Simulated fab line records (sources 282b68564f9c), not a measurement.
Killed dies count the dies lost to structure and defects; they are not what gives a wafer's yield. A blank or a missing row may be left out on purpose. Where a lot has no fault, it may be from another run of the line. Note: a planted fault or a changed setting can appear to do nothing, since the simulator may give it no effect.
fab line records :: flow rit-cmos :: part 2 of 2: steps 42 to 44 of 44
[record]
  lots = 7
  wafers = 21
  last-day = 7
route steps=202 shown ACTIVE@11 FOX1@20 FOX2@23 NWELL@28 PWELL@39 WELLDRIVE@50 M1@202
lots that met no fault: taken from a fault-free run of the same line
start-h: hours from the record's first day to the start of the lot's first wafer shown :: wait-h: hours elapsed since this lot's preceding step :: " same as the row above :: L1.1+2: one row covering several wafers at once :: - no value present, or no start provided :: * or withheld: withheld :: < > ~ a bound
route shown NAME@n: names a module that has steps shown in the file, with the first one's number in the route :: usual: average and standard deviation across the fault-free wafers :: same: alike in all rows :: chamber/n: place in a boat :: sites: per-site readings :: _std_site: standard deviation across them :: _edge_site: mean of outer sites minus mean of inner sites :: radius-mm: for every site, how far away it sits from the centre of the wafer :: mask NAME#n: copy n :: behind: the tool/chamber that last shaped the wafer :: hold: why the lot went on hold/how many hours it stayed there/how the hold came to an end :: device: the transistor (n, p or np) that didn't switch :: end of line: tests of these same wafers at the route's end :: a step without rows: its recipe alone :: killed: dies that structure and defects cost at the first sort, which is not the same as the wafer's yield :: map: the dies of a wafer, with x for killed, . for not killed, _ for no die there
set.NAME: the setting as run; set.NAME@STEP: as run at that earlier step :: model.NAME: the simulator's own value behind a step, which no gauge read
lots seen at some steps along the route; tables by step, rows by wafer
services: from which hour (start-h, from the record's first day; less than 0 if before it) a tool's chamber was out of use, for how many hours, and why
[[steps]]
[step RIT_WELLDRIVE_RS_MEAS_02]
[recipe]
  thk-meas-gauge = four-point-probe
[usual]
  PWELL_RS = 430.1/1.3
lot.wafer: L278.3
tool: film-metro-02
chamber: -
start-h: 38.31
wait-h: 0.1
PWELL_RS[ohm/sq]: 428.9

lot.wafer: L278.4
tool: film-metro-02
chamber: -
start-h: 38.31
wait-h: 0.1
PWELL_RS[ohm/sq]: 430.0

lot.wafer: L278.6
tool: film-metro-02
chamber: -
start-h: 38.31
wait-h: 0.1
PWELL_RS[ohm/sq]: 428.0

lot.wafer: L280.1
tool: film-metro-01
chamber: -
start-h: 48.56
wait-h: 0.1
PWELL_RS[ohm/sq]: 433.7

lot.wafer: L280.3
tool: film-metro-01
chamber: -
start-h: 48.56
wait-h: 0.1
PWELL_RS[ohm/sq]: 431.2

lot.wafer: L280.6
tool: film-metro-01
chamber: -
start-h: 48.56
wait-h: 0.1
PWELL_RS[ohm/sq]: 430.5

lot.wafer: L281.1
tool: film-metro-01
chamber: -
start-h: 57.99
wait-h: 0.1
PWELL_RS[ohm/sq]: 429.1

lot.wafer: L281.3
tool: film-metro-01
chamber: -
start-h: 57.99
wait-h: 0.1
PWELL_RS[ohm/sq]: 429.6

lot.wafer: L281.4
tool: film-metro-01
chamber: -
start-h: 57.99
wait-h: 0.1
PWELL_RS[ohm/sq]: 428.8

lot.wafer: L284.3
tool: film-metro-01
chamber: -
start-h: 70.12
wait-h: 0.1
PWELL_RS[ohm/sq]: 429.4

lot.wafer: L284.4
tool: film-metro-01
chamber: -
start-h: 70.12
wait-h: 0.1
PWELL_RS[ohm/sq]: 430.2

lot.wafer: L284.6
tool: film-metro-01
chamber: -
start-h: 70.12
wait-h: 0.1
PWELL_RS[ohm/sq]: 430.7

lot.wafer: L290.3
tool: film-metro-03
chamber: -
start-h: 106.53
wait-h: 0.1
PWELL_RS[ohm/sq]: 429.4

lot.wafer: L290.5
tool: film-metro-03
chamber: -
start-h: 106.53
wait-h: 0.1
PWELL_RS[ohm/sq]: 430.8

lot.wafer: L290.6
tool: film-metro-03
chamber: -
start-h: 106.53
wait-h: 0.1
PWELL_RS[ohm/sq]: 429.4

lot.wafer: L292.2
tool: film-metro-01
chamber: -
start-h: 109.82
wait-h: 0.1
PWELL_RS[ohm/sq]: 429.9

lot.wafer: L292.4
tool: film-metro-01
chamber: -
start-h: 109.82
wait-h: 0.1
PWELL_RS[ohm/sq]: 430.3

lot.wafer: L292.5
tool: film-metro-01
chamber: -
start-h: 109.82
wait-h: 0.1
PWELL_RS[ohm/sq]: 428.5

lot.wafer: L298.1
tool: film-metro-01
chamber: -
start-h: 138.96
wait-h: 0.1
PWELL_RS[ohm/sq]: 431.7

lot.wafer: L298.3
tool: film-metro-01
chamber: -
start-h: 138.96
wait-h: 0.1
PWELL_RS[ohm/sq]: 430.4

lot.wafer: L298.4
tool: film-metro-01
chamber: -
start-h: 138.96
wait-h: 0.1
PWELL_RS[ohm/sq]: 430.9
[step RIT_FOX2_THK_MEAS_91]
[recipe]
  reads = SiO2_of_FOX2_OXIDATION_00
[usual]
  FIELD_OXIDE_LEFT_2_THK = 257/6.4
lot.wafer: L278.3
tool: film-metro-03
chamber: -
start-h: 41.93
wait-h: 0.0
FIELD_OXIDE_LEFT_2_THK[nm]: 256

lot.wafer: L278.4
tool: film-metro-03
chamber: -
start-h: 41.93
wait-h: 0.0
FIELD_OXIDE_LEFT_2_THK[nm]: 256

lot.wafer: L278.6
tool: film-metro-03
chamber: -
start-h: 41.93
wait-h: 0.0
FIELD_OXIDE_LEFT_2_THK[nm]: 257

lot.wafer: L280.1
tool: film-metro-01
chamber: -
start-h: 52.53
wait-h: 0.0
FIELD_OXIDE_LEFT_2_THK[nm]: 245

lot.wafer: L280.3
tool: film-metro-01
chamber: -
start-h: 52.53
wait-h: 0.0
FIELD_OXIDE_LEFT_2_THK[nm]: 253

lot.wafer: L280.6
tool: film-metro-01
chamber: -
start-h: 52.53
wait-h: 0.0
FIELD_OXIDE_LEFT_2_THK[nm]: 244

lot.wafer: L281.1
tool: film-metro-03
chamber: -
start-h: 62.59
wait-h: 0.3
FIELD_OXIDE_LEFT_2_THK[nm]: 434

lot.wafer: L281.3
tool: film-metro-03
chamber: -
start-h: 62.59
wait-h: 0.3
FIELD_OXIDE_LEFT_2_THK[nm]: 442

lot.wafer: L281.4
tool: film-metro-03
chamber: -
start-h: 62.59
wait-h: 0.3
FIELD_OXIDE_LEFT_2_THK[nm]: 433

lot.wafer: L284.3
tool: film-metro-04
chamber: -
start-h: 74.68
wait-h: 0.0
FIELD_OXIDE_LEFT_2_THK[nm]: 422

lot.wafer: L284.4
tool: film-metro-04
chamber: -
start-h: 74.68
wait-h: 0.0
FIELD_OXIDE_LEFT_2_THK[nm]: 430

lot.wafer: L284.6
tool: film-metro-04
chamber: -
start-h: 74.68
wait-h: 0.0
FIELD_OXIDE_LEFT_2_THK[nm]: 421

lot.wafer: L290.3
tool: film-metro-01
chamber: -
start-h: 111.27
wait-h: 0.0
FIELD_OXIDE_LEFT_2_THK[nm]: 461

lot.wafer: L290.5
tool: film-metro-01
chamber: -
start-h: 111.27
wait-h: 0.0
FIELD_OXIDE_LEFT_2_THK[nm]: 445

lot.wafer: L290.6
tool: film-metro-01
chamber: -
start-h: 111.27
wait-h: 0.0
FIELD_OXIDE_LEFT_2_THK[nm]: 456

lot.wafer: L292.2
tool: film-metro-01
chamber: -
start-h: 113.92
wait-h: 0.0
FIELD_OXIDE_LEFT_2_THK[nm]: 263

lot.wafer: L292.4
tool: film-metro-01
chamber: -
start-h: 113.92
wait-h: 0.0
FIELD_OXIDE_LEFT_2_THK[nm]: 265

lot.wafer: L292.5
tool: film-metro-01
chamber: -
start-h: 113.92
wait-h: 0.0
FIELD_OXIDE_LEFT_2_THK[nm]: 262

lot.wafer: L298.1
tool: film-metro-04
chamber: -
start-h: 142.83
wait-h: 0.0
FIELD_OXIDE_LEFT_2_THK[nm]: 253

lot.wafer: L298.3
tool: film-metro-04
chamber: -
start-h: 142.83
wait-h: 0.0
FIELD_OXIDE_LEFT_2_THK[nm]: 250

lot.wafer: L298.4
tool: film-metro-04
chamber: -
start-h: 142.83
wait-h: 0.0
FIELD_OXIDE_LEFT_2_THK[nm]: 251
[step RIT_M1_PROBE_99]
[usual]
  killed_at_M0_to_M3 = 0.0/0.12
  killed-at-contacts = 0.1/0.24
  killed-at-front-end = 7/3.1
  killed-dies = 7/3.1
  killed-on-rim = 1.7/1.4
  killed-open = 3.6/2.1
  killed-short = 3.2/2
[same]
  gross-dies = 264
  killed_at_M4_up = 0
  killed-at-back-side = 0
  killed-at-other = 0
lot.wafer: L278.3
tool: prober-02
chamber: -
start-h: 69.46
wait-h: 0.2
killed_at_M0_to_M3: 1
killed-at-contacts: 0
killed-at-front-end: 8
killed-dies: 9
killed-on-rim: 5
killed-open: 3
killed-short: 6

lot.wafer: L278.4
tool: prober-02
chamber: -
start-h: 69.51
wait-h: 0.2
killed_at_M0_to_M3: 0
killed-at-contacts: 0
killed-at-front-end: 9
killed-dies: 9
killed-on-rim: 5
killed-open: 6
killed-short: 3

lot.wafer: L278.6
tool: prober-02
chamber: -
start-h: 69.61
wait-h: 0.2
killed_at_M0_to_M3: 0
killed-at-contacts: 0
killed-at-front-end: 11
killed-dies: 11
killed-on-rim: 4
killed-open: 4
killed-short: 7

lot.wafer: L280.1
tool: prober-02
chamber: -
start-h: 78.46
wait-h: 0.1
killed_at_M0_to_M3: 0
killed-at-contacts: 0
killed-at-front-end: 5
killed-dies: 5
killed-on-rim: 1
killed-open: 3
killed-short: 2

lot.wafer: L280.3
tool: prober-02
chamber: -
start-h: 78.56
wait-h: 0.2
killed_at_M0_to_M3: 0
killed-at-contacts: 0
killed-at-front-end: 3
killed-dies: 3
killed-on-rim: 0
killed-open: 2
killed-short: 1

lot.wafer: L280.6
tool: prober-02
chamber: -
start-h: 78.71
wait-h: 0.2
killed_at_M0_to_M3: 0
killed-at-contacts: 0
killed-at-front-end: 8
killed-dies: 8
killed-on-rim: 1
killed-open: 5
killed-short: 3

lot.wafer: L281.1
tool: prober-01
chamber: -
start-h: 88.99
wait-h: 0.1
killed_at_M0_to_M3: 0
killed-at-contacts: 0
killed-at-front-end: 6
killed-dies: 6
killed-on-rim: 1
killed-open: 2
killed-short: 4

lot.wafer: L281.3
tool: prober-01
chamber: -
start-h: 89.09
wait-h: 0.2
killed_at_M0_to_M3: 1
killed-at-contacts: 0
killed-at-front-end: 8
killed-dies: 9
killed-on-rim: 3
killed-open: 7
killed-short: 2

lot.wafer: L281.4
tool: prober-01
chamber: -
start-h: 89.14
wait-h: 0.2
killed_at_M0_to_M3: 0
killed-at-contacts: 0
killed-at-front-end: 3
killed-dies: 3
killed-on-rim: 0
killed-open: 2
killed-short: 1

lot.wafer: L284.3
tool: prober-02
chamber: -
start-h: 104.19
wait-h: 0.2
killed_at_M0_to_M3: 0
killed-at-contacts: 0
killed-at-front-end: 2
killed-dies: 2
killed-on-rim: 1
killed-open: 1
killed-short: 1

lot.wafer: L284.4
tool: prober-02
chamber: -
start-h: 104.24
wait-h: 0.2
killed_at_M0_to_M3: 0
killed-at-contacts: 0
killed-at-front-end: 1
killed-dies: 1
killed-on-rim: 1
killed-open: 0
killed-short: 1

lot.wafer: L284.6
tool: prober-02
chamber: -
start-h: 104.34
wait-h: 0.2
killed_at_M0_to_M3: 0
killed-at-contacts: 0
killed-at-front-end: 2
killed-dies: 2
killed-on-rim: 1
killed-open: 1
killed-short: 1

lot.wafer: L292.2
tool: prober-02
chamber: -
start-h: 138.47
wait-h: 0.1
killed_at_M0_to_M3: 0
killed-at-contacts: 0
killed-at-front-end: 5
killed-dies: 5
killed-on-rim: 1
killed-open: 4
killed-short: 1

lot.wafer: L292.4
tool: prober-02
chamber: -
start-h: 138.57
wait-h: 0.2
killed_at_M0_to_M3: 0
killed-at-contacts: 0
killed-at-front-end: 5
killed-dies: 5
killed-on-rim: 2
killed-open: 1
killed-short: 4

lot.wafer: L292.5
tool: prober-02
chamber: -
start-h: 138.62
wait-h: 0.2
killed_at_M0_to_M3: 0
killed-at-contacts: 0
killed-at-front-end: 7
killed-dies: 7
killed-on-rim: 3
killed-open: 3
killed-short: 4

lot.wafer: L290.3
tool: prober-02
chamber: -
start-h: 140.88
wait-h: 0.2
killed_at_M0_to_M3: 0
killed-at-contacts: 0
killed-at-front-end: 15
killed-dies: 15
killed-on-rim: 3
killed-open: 5
killed-short: 10

lot.wafer: L290.5
tool: prober-02
chamber: -
start-h: 140.98
wait-h: 0.2
killed_at_M0_to_M3: 0
killed-at-contacts: 0
killed-at-front-end: 9
killed-dies: 9
killed-on-rim: 2
killed-open: 4
killed-short: 5

lot.wafer: L290.6
tool: prober-02
chamber: -
start-h: 141.03
wait-h: 0.2
killed_at_M0_to_M3: 0
killed-at-contacts: 0
killed-at-front-end: 9
killed-dies: 9
killed-on-rim: 2
killed-open: 4
killed-short: 5

lot.wafer: L298.1
tool: prober-02
chamber: -
start-h: 167.09
wait-h: 0.1
killed_at_M0_to_M3: 0
killed-at-contacts: 0
killed-at-front-end: 14
killed-dies: 14
killed-on-rim: 2
killed-open: 8
killed-short: 6

lot.wafer: L298.3
tool: prober-02
chamber: -
start-h: 167.19
wait-h: 0.2
killed_at_M0_to_M3: 0
killed-at-contacts: 0
killed-at-front-end: 11
killed-dies: 11
killed-on-rim: 2
killed-open: 4
killed-short: 7

lot.wafer: L298.4
tool: prober-02
chamber: -
start-h: 167.24
wait-h: 0.2
killed_at_M0_to_M3: 0
killed-at-contacts: 1
killed-at-front-end: 2
killed-dies: 3
killed-on-rim: 0
killed-open: 3
killed-short: 0
// killed by level:class
L278.3 GATE:geometric-particle:short=2 GATE:geometric-particle:open=2 REOX:geometric-particle:short=1 SPACER:geometric-particle:short=1 SILICIDE:geometric-particle:short=1 SILICIDE:geometric-particle:open=1 M1:geometric-particle:short=1
L278.4 SPACER:geometric-particle:short=3 SILICIDE:geometric-particle:open=3 FOX2:geometric-particle:open=2 GATE:geometric-particle:open=1
L278.6 GATE:geometric-particle:short=4 GATE:geometric-particle:open=4 FOX1:geometric-particle:short=1 FOX2:geometric-particle:short=1 SILICIDE:geometric-particle:short=1
L280.1 FOX1:geometric-particle:short=1 FOX2:geometric-particle:short=1 FOX2:geometric-particle:open=1 REOX:geometric-particle:open=1 SPACER:geometric-particle:open=1
L280.3 FOX1:geometric-particle:open=1 FOX1:geometric-particle:short=1 SPACER:geometric-particle:open=1
L280.6 GATE:geometric-particle:open=3 GATE:geometric-particle:short=2 FOX1:geometric-particle:open=1 SILICIDE:geometric-particle:open=1 SILICIDE:geometric-particle:short=1
L281.1 FOX2:geometric-particle:short=2 GATE:geometric-particle:short=2 GATE:geometric-particle:open=1 SPACER:geometric-particle:open=1
L281.3 REOX:geometric-particle:open=2 SPACER:geometric-particle:open=2 SILICIDE:geometric-particle:open=2 FOX1:geometric-particle:open=1 SILICIDE:geometric-particle:short=1 M1:geometric-particle:short=1
L281.4 FOX1:geometric-particle:open=1 FOX1:geometric-particle:short=1 SILICIDE:geometric-particle:open=1
L284.3 GATE:geometric-particle:short=1 SILICIDE:geometric-particle:open=1
L284.4 REOX:geometric-particle:short=1
L284.6 GATE:geometric-particle:short=1 SPACER:geometric-particle:open=1
L292.2 FOX1:geometric-particle:open=1 GATE:geometric-particle:open=1 REOX:geometric-particle:open=1 REOX:geometric-particle:short=1 SILICIDE:geometric-particle:open=1
L292.4 FOX1:geometric-particle:short=1 GATE:geometric-particle:short=1 REOX:geometric-particle:short=1 SILICIDE:geometric-particle:short=1 SILICIDE:geometric-particle:open=1
L292.5 GATE:geometric-particle:short=4 GATE:geometric-particle:open=1 REOX:geometric-particle:open=1 SPACER:geometric-particle:open=1
L290.3 SILICIDE:geometric-particle:short=4 GATE:geometric-particle:short=3 GATE:geometric-particle:open=2 REOX:geometric-particle:short=2 SPACER:geometric-particle:open=2 FOX2:geometric-particle:short=1 SILICIDE:geometric-particle:open=1
L290.5 GATE:geometric-particle:short=2 FOX2:geometric-particle:open=1 FOX2:geometric-particle:short=1 GATE:geometric-particle:open=1 REOX:geometric-particle:open=1 REOX:geometric-particle:short=1 SPACER:geometric-particle:open=1 SILICIDE:geometric-particle:short=1
L290.6 FOX2:geometric-particle:short=2 GATE:geometric-particle:open=2 FOX1:geometric-particle:short=1 FOX1:geometric-particle:open=1 REOX:geometric-particle:short=1 SPACER:geometric-particle:short=1 SPACER:geometric-particle:open=1
L298.1 FOX1:geometric-particle:open=2 GATE:geometric-particle:short=2 REOX:geometric-particle:open=2 REOX:geometric-particle:short=2 SILICIDE:geometric-particle:open=2 FOX1:geometric-particle:short=1 FOX2:geometric-particle:open=1 GATE:geometric-particle:open=1
L298.3 GATE:geometric-particle:short=2 REOX:geometric-particle:short=2 SPACER:geometric-particle:open=2 FOX1:geometric-particle:short=1 FOX2:geometric-particle:short=1 GATE:geometric-particle:open=1 SPACER:geometric-particle:short=1 SILICIDE:geometric-particle:open=1
L298.4 GATE:geometric-particle:open=1 SILICIDE:geometric-particle:open=1 CONTACT:geometric-particle:open=1
[[services]]
tool: furnace-01
chamber: -
start-h: 4.39
hours: 3.9
kind: pm

tool: rie-diel-02
chamber: 3
start-h: 24.21
hours: 5.2
kind: repair

tool: rie-diel-04
chamber: 1
start-h: 28.25
hours: 9.1
kind: repair

tool: rie-diel-04
chamber: 3
start-h: 29.67
hours: 4.2
kind: repair

tool: rie-diel-04
chamber: 1
start-h: 37.36
hours: -
kind: clean

tool: furnace-01
chamber: -
start-h: 41.93
hours: 2.3
kind: pm

tool: plasma-asher-03
chamber: -
start-h: 45.88
hours: 4.0
kind: pm

tool: rie-diel-01
chamber: 1
start-h: 50.65
hours: 7.4
kind: repair

tool: furnace-02
chamber: -
start-h: 72.05
hours: 19.8
kind: pm

tool: furnace-02
chamber: -
start-h: 91.84
hours: 3.5
kind: pm

tool: rie-diel-02
chamber: 2
start-h: 98.30
hours: 5.0
kind: repair

tool: plasma-asher-03
chamber: -
start-h: 108.71
hours: 1.9
kind: repair

tool: plasma-asher-01
chamber: -
start-h: 108.75
hours: 9.0
kind: pm

tool: plasma-asher-01
chamber: 0
start-h: 108.75
hours: 9.0
kind: vent-cycle

tool: plasma-asher-01
chamber: 1
start-h: 108.75
hours: 9.0
kind: vent-cycle

tool: rie-diel-01
chamber: 0
start-h: 109.31
hours: 18.7
kind: repair

tool: plasma-asher-01
chamber: -
start-h: 115.26
hours: 0.9
kind: repair

tool: plasma-asher-01
chamber: 0
start-h: 117.75
hours: -
kind: clean

tool: plasma-asher-01
chamber: 1
start-h: 117.75
hours: -
kind: clean

tool: rie-diel-04
chamber: 3
start-h: 121.15
hours: 6.7
kind: repair

tool: rie-diel-01
chamber: 1
start-h: 127.97
hours: -
kind: clean

tool: rie-diel-01
chamber: 1
start-h: 127.97
hours: 17.4
kind: scheduled-down

tool: rie-diel-01
chamber: 1
start-h: 127.97
hours: 17.4
kind: vent-cycle

tool: plasma-asher-03
chamber: -
start-h: 130.36
hours: 2.8
kind: pm
[[key]]
[first-sign]
  step = RIT_FOX2_OXIDATION_00
  reading = visit
  direction = added
[effect]
  step = RIT_FOX2_THK_MEAS_01
  reading = FOX2_OXIDE_THK
  direction = up
  sigmas = 28
  usual = 352
  struck = 533
[effect]
  step = RIT_FOX2_THK_MEAS_90
  reading = FIELD_OXIDE_LEFT_1_THK
  direction = up
  sigmas = 28
  usual = 325
  struck = 506
[effect]
  step = RIT_FOX2_THK_MEAS_91
  reading = FIELD_OXIDE_LEFT_2_THK
  direction = up
  sigmas = 29
  usual = 257
  struck = 438
[model-effect]
  step = RIT_FOX2_CLEAN_02
  value = SiO2_of_FOX2_OXIDATION_00.thk-nm
  without = 335.8
  struck = 516.7
[model-effect]
  step = RIT_FOX2_WET_ETCH_03
  value = SiO2_of_FOX2_OXIDATION_00.thk-nm
  without = 325.5
  struck = 506.4
met-at RIT_FOX2_OXIDATION_00
struck-wafers L281.1,L281.3,L281.4,L284.3,L284.4,L284.6,L290.3,L290.5,L290.6
tester-left-out L281,L284,L290
[fault]
  kind = repeated-step-whole
  tool = furnace-01,furnace-02,furnace-04
  chamber = -
  onset-h = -
  steps = RIT_FOX2_OXIDATION_00
  times = 1
  scope = struck-lots-only
// tester-left-out: of these lots the tester's yield and bins aren't shown, on N5 and GAA mostly nor the transistor test; their killed dies are dies lost to structure and defects alone, not to doping, threshold or leakage, so they don't give the yield
